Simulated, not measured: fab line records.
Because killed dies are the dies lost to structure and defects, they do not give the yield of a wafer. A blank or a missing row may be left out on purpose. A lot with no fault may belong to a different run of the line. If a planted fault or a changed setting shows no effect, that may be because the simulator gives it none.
The tool behind it: which one? / flow berkeley cmos170 / 42 wafers from 14 lots sampled at 6 of the route's 331 steps

== WHAT EACH GAUGE READ, for each wafer ==
UCB170_GATE_THK_MEAS_02.
lot=L122; measured=day 6 08:44; on=film metro-03; GATE_OXIDE_THK (nm)=6.63 6.67 6.58
lot=L123; measured=day 6 13:09; on=film metro-04; GATE_OXIDE_THK (nm)=6.64 6.75 6.68
lot=L124; measured=day 6 13:10; on=film metro-01; GATE_OXIDE_THK (nm)=6.66 6.76 6.72
lot=L125; measured=day 7 01:11; on=film metro-03; GATE_OXIDE_THK (nm)=6.81 6.74 6.73
lot=L128; measured=day 7 11:36; on=film metro-04; GATE_OXIDE_THK (nm)=6.70 6.68 6.64
lot=L127; measured=day 7 11:38; on=film metro-01; GATE_OXIDE_THK (nm)=6.55 6.36 6.56
lot=L129; measured=day 7 20:45; on=film metro-01; GATE_OXIDE_THK (nm)=6.59 6.69 6.54
lot=L130; measured=day 8 05:19; on=film metro-01; GATE_OXIDE_THK (nm)=6.70 6.49 6.69
lot=L137; measured=day 9 10:26; on=film metro-04; GATE_OXIDE_THK (nm)=6.79 6.75 6.58
lot=L138; measured=day 10 00:16; on=film metro-04; GATE_OXIDE_THK (nm)=6.58 6.73 6.63
lot=L140; measured=day 10 00:16; on=film metro-03; GATE_OXIDE_THK (nm)=6.35 6.48 6.47
lot=L141; measured=day 10 13:30; on=film metro-03; GATE_OXIDE_THK (nm)=6.77 6.70 6.78
lot=L143; measured=day 10 13:30; on=film metro-04; GATE_OXIDE_THK (nm)=6.54 6.57 6.67
lot=L144; measured=day 10 19:31; on=film metro-03; GATE_OXIDE_THK (nm)=6.33 6.49 6.47

UCB170_NSD_TW_MEAS_10.
lot=L122; measured=day 7 03:14; on=film metro-03; NSD_TW=4180 4189 4169
lot=L123; measured=day 7 10:55; on=film metro-03; NSD_TW=4161 4196 4191
lot=L124; measured=day 7 10:24; on=film metro-01; NSD_TW=4193 4197 4206
lot=L125; measured=day 8 00:17; on=film metro-01; NSD_TW=4192 4192 4212
lot=L128; measured=day 8 11:19; on=film metro-03; NSD_TW=4172 4179 4174
lot=L127; measured=day 8 11:45; on=film metro-03; NSD_TW=4176 4181 4152
lot=L129; measured=day 8 16:11; on=film metro-02; NSD_TW=4258 4261 4270
lot=L130; measured=day 9 02:53; on=film metro-02; NSD_TW=4260 4239 4264
lot=L137; measured=day 10 09:31; on=film metro-01; NSD_TW=4231 4190 4235
lot=L138; measured=day 10 22:55; on=film metro-03; NSD_TW=4145 4167 4129
lot=L140; measured=day 10 23:12; on=film metro-01; NSD_TW=4213 4190 4198
lot=L141; measured=day 11 09:11; on=film metro-01; NSD_TW=4227 4199 4219
lot=L143; measured=day 11 08:29; on=film metro-01; NSD_TW=4225 4217 4229
lot=L144; measured=day 11 14:59; on=film metro-03; NSD_TW=4193 4188 4161

UCB170_SDANNEAL_RS_MEAS_03: a four-point-probe measurement.
lot=L122; measured=day 7 04:28; on=film metro-02; NSD_RS (ohm/sq)=37.20 37.26 37.16
lot=L123; measured=day 7 12:20; on=film metro-01; NSD_RS (ohm/sq)=37.29 37.22 37.22
lot=L124; measured=day 7 11:38; on=film metro-03; NSD_RS (ohm/sq)=37.34 37.31 37.32
lot=L125; measured=day 8 01:37; on=film metro-03; NSD_RS (ohm/sq)=37.40 37.39 37.31
lot=L128; measured=day 8 12:34; on=film metro-03; NSD_RS (ohm/sq)=37.16 37.19 37.23
lot=L127; measured=day 8 12:59; on=film metro-01; NSD_RS (ohm/sq)=37.25 37.27 37.26
lot=L129; measured=day 8 17:31; on=film metro-02; NSD_RS (ohm/sq)=33.10 33.03 33.01 33.06 33.01 33.02
lot=L130; measured=day 9 04:48; on=film metro-02; NSD_RS (ohm/sq)=33.02 33.03 33.02 32.97 33.05 33.00
lot=L137; measured=day 10 11:14; on=film metro-01; NSD_RS (ohm/sq)=37.43 37.41 37.42
lot=L138; measured=day 11 00:26; on=film metro-02; NSD_RS (ohm/sq)=37.22 37.14 37.18
lot=L140; measured=day 11 00:33; on=film metro-03; NSD_RS (ohm/sq)=37.41 37.48 37.38
lot=L141; measured=day 11 10:39; on=film metro-02; NSD_RS (ohm/sq)=37.26 37.23 37.15
lot=L143; measured=day 11 10:04; on=film metro-03; NSD_RS (ohm/sq)=37.35 37.12 37.33
lot=L144; measured=day 11 16:14; on=film metro-03; NSD_RS (ohm/sq)=37.17 37.21 37.23

UCB170_M2_OVL_MEAS_16.
lot=L122; measured=day 8 00:19; on=overlay-02; M2_OVL (nm)=-9 5 -3
lot=L123; measured=day 8 05:52; on=overlay-02; M2_OVL (nm)=-2 0 7
lot=L124; measured=day 8 05:48; on=overlay-01; M2_OVL (nm)=5 -8 3
lot=L125; measured=day 8 23:02; on=overlay-01; M2_OVL (nm)=10 0 6
lot=L128; measured=day 9 06:23; on=overlay-02; M2_OVL (nm)=1 -1 3
lot=L127; measured=day 9 06:43; on=overlay-01; M2_OVL (nm)=7 1 4
lot=L137; measured=day 11 05:37; on=overlay-01; M2_OVL (nm)=-11 -9 -8
lot=L138; measured=day 11 19:08; on=overlay-02; M2_OVL (nm)=1 1 8
lot=L140; measured=day 11 19:58; on=overlay-01; M2_OVL (nm)=-8 5 2
lot=L141; measured=day 12 08:35; on=overlay-01; M2_OVL (nm)=4 3 -4
lot=L143; measured=day 12 05:08; on=overlay-01; M2_OVL (nm)=8 13 8
lot=L144; measured=day 12 09:33; on=overlay-01; M2_OVL (nm)=-7 -2 -9

== WHICH TOOL RAN EACH LOT (tool, then ch and the chambers of the sampled wafers, then the start) ==
lot=L122; UCB170_NSD_IMPLANT_08=implanter-01 ch 0, day 7 02:59; UCB170_NSD_STRIP_09=plasma asher-02 ch 0,1, day 7 03:08
lot=L123; UCB170_NSD_IMPLANT_08=implanter-01 ch 0, day 7 10:41; UCB170_NSD_STRIP_09=plasma asher-02 ch 0,1, day 7 10:48
lot=L124; UCB170_NSD_IMPLANT_08=implanter-04 ch 0, day 7 10:09; UCB170_NSD_STRIP_09=plasma asher-03 ch 0,1, day 7 10:18
lot=L125; UCB170_NSD_IMPLANT_08=implanter-03 ch 0, day 8 00:04; UCB170_NSD_STRIP_09=plasma asher-01 ch 0,1, day 8 00:12
lot=L128; UCB170_NSD_IMPLANT_08=implanter-04 ch 0, day 8 11:06; UCB170_NSD_STRIP_09=plasma asher-01 ch 0,1, day 8 11:14
lot=L127; UCB170_NSD_IMPLANT_08=implanter-03 ch 0, day 8 11:30; UCB170_NSD_STRIP_09=plasma asher-01 ch 1, day 8 11:39
lot=L129; UCB170_NSD_IMPLANT_08=implanter-03 ch 0, day 8 15:56; UCB170_NSD_STRIP_09=plasma asher-03 ch 0,1, day 8 16:05
lot=L130; UCB170_NSD_IMPLANT_08=implanter-03 ch 0, day 9 02:40; UCB170_NSD_STRIP_09=plasma asher-02 ch 0,1, day 9 02:48
lot=L137; UCB170_NSD_IMPLANT_08=implanter-01 ch 0, day 10 09:16; UCB170_NSD_STRIP_09=plasma asher-01 ch 0,1, day 10 09:25
lot=L138; UCB170_NSD_IMPLANT_08=implanter-01 ch 0, day 10 22:40; UCB170_NSD_STRIP_09=plasma asher-03 ch 1, day 10 22:49
lot=L140; UCB170_NSD_IMPLANT_08=implanter-04 ch 0, day 10 22:57; UCB170_NSD_STRIP_09=plasma asher-03 ch 0,1, day 10 23:06
lot=L141; UCB170_NSD_IMPLANT_08=implanter-04 ch 0, day 11 08:57; UCB170_NSD_STRIP_09=plasma asher-01 ch 0, day 11 09:04
lot=L143; UCB170_NSD_IMPLANT_08=implanter-04 ch 0, day 11 08:15; UCB170_NSD_STRIP_09=plasma asher-03 ch 0,1, day 11 08:23
lot=L144; UCB170_NSD_IMPLANT_08=implanter-01 ch 0, day 11 14:45; UCB170_NSD_STRIP_09=plasma asher-02 ch 0,1, day 11 14:52
- UCB170_NSD_IMPLANT_08
- UCB170_NSD_STRIP_09: strips in O2.

== AS READ BY THE TOOLS THEMSELVES (means over the sampled wafers that have a number; for cases with no such wafer, the mark the record gives instead) ==
UCB170_NSD_IMPLANT_08.
lot=L122; tool=implanter-01; beam on s (s)=10.21; end station pressure torr (Torr)=1.30e-05; faraday current uA=9071
lot=L123; tool=implanter-01; beam on s (s)=9.96; end station pressure torr (Torr)=1.29e-05; faraday current uA=9287
lot=L124; tool=implanter-04; beam on s (s)=10.05; end station pressure torr (Torr)=1.26e-05; faraday current uA=9189
lot=L125; tool=implanter-03; beam on s (s)=9.85; end station pressure torr (Torr)=1.29e-05; faraday current uA=9387
lot=L128; tool=implanter-04; beam on s (s)=10.14; end station pressure torr (Torr)=1.24e-05; faraday current uA=9150
lot=L127; tool=implanter-03; beam on s (s)=10.20; end station pressure torr (Torr)=1.26e-05; faraday current uA=9085
lot=L129; tool=implanter-03; beam on s (s)=13.24; end station pressure torr (Torr)=9.80e-05; faraday current uA=7268
lot=L130; tool=implanter-03; beam on s (s)=13.50; end station pressure torr (Torr)=9.83e-05; faraday current uA=7145
lot=L137; tool=implanter-01; beam on s (s)=10.03; end station pressure torr (Torr)=1.29e-05; faraday current uA=9219
lot=L138; tool=implanter-01; beam on s (s)=9.91; end station pressure torr (Torr)=1.23e-05; faraday current uA=9313
lot=L140; tool=implanter-04; beam on s (s)=9.78; end station pressure torr (Torr)=1.25e-05; faraday current uA=9458
lot=L141; tool=implanter-04; beam on s (s)=9.99; end station pressure torr (Torr)=1.19e-05; faraday current uA=9261
lot=L143; tool=implanter-04; beam on s (s)=9.90; end station pressure torr (Torr)=1.29e-05; faraday current uA=9362
lot=L144; tool=implanter-01; beam on s (s)=10.03; end station pressure torr (Torr)=1.26e-05; faraday current uA=9197

UCB170_NSD_STRIP_09.
lot=L122; tool=plasma asher-02; drypump motor current A (A)=5.8; oes product au (a.u.)=0.531; strip time to endpoint s (s)=35.78
lot=L123; tool=plasma asher-02; drypump motor current A (A)=5.8; oes product au (a.u.)=0.537; strip time to endpoint s (s)=35.79
lot=L124; tool=plasma asher-03; drypump motor current A (A)=5.9; oes product au (a.u.)=0.534; strip time to endpoint s (s)=35.69
lot=L125; tool=plasma asher-01; drypump motor current A (A)=5.5; oes product au (a.u.)=0.538; strip time to endpoint s (s)=35.91
lot=L128; tool=plasma asher-01; drypump motor current A (A)=5.5; oes product au (a.u.)=0.532; strip time to endpoint s (s)=35.89
lot=L127; tool=plasma asher-01; drypump motor current A (A)=6.2; oes product au (a.u.)=0.535; strip time to endpoint s (s)=35.84
lot=L129; tool=plasma asher-03; drypump motor current A (A)=5.8; oes product au (a.u.)=0.507; strip time to endpoint s (s)=38.85
lot=L130; tool=plasma asher-02; drypump motor current A (A)=5.8; oes product au (a.u.)=0.511; strip time to endpoint s (s)=38.78
lot=L137; tool=plasma asher-01; drypump motor current A (A)=5.9; oes product au (a.u.)=0.535; strip time to endpoint s (s)=35.62
lot=L138; tool=plasma asher-03; drypump motor current A (A)=6.0; oes product au (a.u.)=0.531; strip time to endpoint s (s)=35.88
lot=L140; tool=plasma asher-03; drypump motor current A (A)=5.9; oes product au (a.u.)=0.535; strip time to endpoint s (s)=35.71
lot=L141; tool=plasma asher-01; drypump motor current A (A)=5.1; oes product au (a.u.)=0.536; strip time to endpoint s (s)=35.85
lot=L143; tool=plasma asher-03; drypump motor current A (A)=5.8; oes product au (a.u.)=0.532; strip time to endpoint s (s)=35.76
lot=L144; tool=plasma asher-02; drypump motor current A (A)=5.8; oes product au (a.u.)=0.530; strip time to endpoint s (s)=35.78

== THE ANSWER, worked out from the rows above alone ==
Rule: the lots themselves supply what counts as usual. The widest of any qualifying gaps counts: lots, ordered by their means at a reading, are off when they make up no more than a third of the lots, leave a main group of 4 or more, and stand apart from it by 3 or more times the standard deviation of that group's means. Not used: any main group whose means are identical at the precision the tables above print for the reading. A lot without any number at a reading at which 4 lots or more have one is off too. Where the step has rows for the other lots, those lots are counted as sound. Order of review: gauges by route order, followed by the tools' own readings, for which a lot's mean as printed above is used. At the first step where some lot is off, the reading lying furthest off is the one used; lots without a number count as furthest.
Off: L129, L130, at UCB170_SDANNEAL_RS_MEAS_03 (NSD_RS). The main group has a mean of 37.27 ohm/sq with a standard deviation of 0.084.
If a tool, at a process step before that reading, ran all the lots that are off and no sound lot after the first of them, it fits. The gauges at UCB170_SDANNEAL_RS_MEAS_03 aren't tried: what is off there is off at UCB170_NSD_IMPLANT_08 too, on other tools, and a gauge's error can't cause that. One candidate fits, namely implanter-03 at UCB170_NSD_IMPLANT_08. Its last sound lot is L127 (day 8 11:30), its first lot that is off L129 (day 8 15:56): a fault that began between those two fits.
The tool's own readings at UCB170_NSD_IMPLANT_08 bear it out: on the lots that are off they differ by more than 5 times the standard deviation of the sound lots' means. beam on s reads 13.37 s there against 10.00 s on the sound lots; end station pressure torr reads 9.82e-05 Torr there against 1.26e-05 Torr on the sound lots; faraday current uA reads 7206 there against 9248 on the sound lots.

== WHAT THE SIMULATOR HAD INSERTED ==
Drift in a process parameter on implanter-03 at UCB170_NSD_IMPLANT_08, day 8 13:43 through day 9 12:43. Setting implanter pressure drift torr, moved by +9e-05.
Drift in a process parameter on implanter-03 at UCB170_NSD_IMPLANT_08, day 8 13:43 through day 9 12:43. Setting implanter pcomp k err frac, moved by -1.
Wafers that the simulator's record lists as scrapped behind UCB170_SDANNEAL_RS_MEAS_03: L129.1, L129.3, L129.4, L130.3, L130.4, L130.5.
Struck lots among those shown: L129, L130. The rule above reached the same finding.
